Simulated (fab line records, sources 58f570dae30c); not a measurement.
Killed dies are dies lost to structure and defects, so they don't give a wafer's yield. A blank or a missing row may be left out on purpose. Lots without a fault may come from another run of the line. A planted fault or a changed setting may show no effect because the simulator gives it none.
One fault seen from 2 desks | flow berkeley_cmos170 | each desk has only its own numbers; what lay behind them comes last

THE METROLOGY DESK
What the gauges read, lot by lot, whatever tool the lot ran on: means of the sampled wafers that have a number. A lot is out of limits, marked OUT, if its mean lies more than 4 standard deviations from the usual mean; the brackets give that distance.
Columns: A = GATE_POLY_THK at UCB170_GATE_THK_MEAS_05, usual 213.4 nm; B = cd_nm at UCB170_GATE_CD_MEAS_12, usual 349.5 nm; C = GATE_OVL at UCB170_GATE_OVL_MEAS_13, usual 0 nm; D = cd_nm at UCB170_GATE_CD_MEAS_90, usual 349.6 nm
lot  | first seen here | A     | B     | C  | D
L988 | day 7 09:50     | 211.9 | 349.0 | -4 | 349.8
L986 | day 7 09:53     | 214.0 | 348.8 | -3 | 348.6
L995 | day 9 20:37     | 215.9 | 351.6 | -3 | 350.9
L999 | day 9 20:38     | 210.2 | 349.2 | -0 | 349.7
L997 | day 9 20:42     | 211.7 | 350.2 | 5  | 350.2
L107 | day 11 13:37    | 213.9 | 349.2 | -0 | 349.6
This desk's finding: nothing out of limits on any of the 6 lots.

THE TOOL OWNER'S DESK: rie_si-02
The tool's own readings at UCB170_GATE_ETCH_15 (etches poly-Si in HBr/Cl2, stops on SiO2, time 56.3 s, target depth 278.2 nm): means of the sampled wafers that have a number, for each lot that ran on this tool. A lot is out of limits, marked OUT, if its mean lies more than 4 standard deviations from the usual mean; the brackets give that distance.
Columns: A = HBr_flow_sccm at UCB170_GATE_ETCH_15, usual 150.0 sccm; B = drypump_motor_current_A at UCB170_GATE_ETCH_15, usual 5.8 A; C = mfc_cl2_sccm at UCB170_GATE_ETCH_15, usual 49.98 sccm; D = oes_product_au at UCB170_GATE_ETCH_15, usual 0.822 a.u.; E = throttle_valve_pct at UCB170_GATE_ETCH_15, usual 26.61 %
lot  | first seen here | A     | B   | C     | D                | E
L988 | day 7 12:04     | 149.8 | 5.9 | 50.04 | 0.832            | 26.71
L995 | day 9 22:25     | 149.5 | 5.7 | 50.00 | 0.771            | 26.42
L999 | day 9 22:42     | 150.1 | 5.7 | 50.05 | 0.763 (-4.5) OUT | 26.42
This desk's finding: out of limits on L999; first on L999, day 9 22:42 (oes_product_au at UCB170_GATE_ETCH_15). In limits: L988, L995.

PUT TOGETHER
The tool owner's desk could have raised an alarm at day 9 22:42, on L999.
The metrology desk saw nothing out of limits.
The metrology desk has L999 on record, within its limits.
Of the lots named, all ran UCB170_GATE_ETCH_15 on rie_si-02.

WHAT THE SIMULATOR HAD PUT IN
Process parameter drift: rie_si-02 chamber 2, from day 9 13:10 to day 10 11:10, at UCB170_GATE_ETCH_15. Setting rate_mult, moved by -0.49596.
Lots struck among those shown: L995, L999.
Hours from the fault's start to each desk's first reading out of limits: the tool owner's desk, 10.
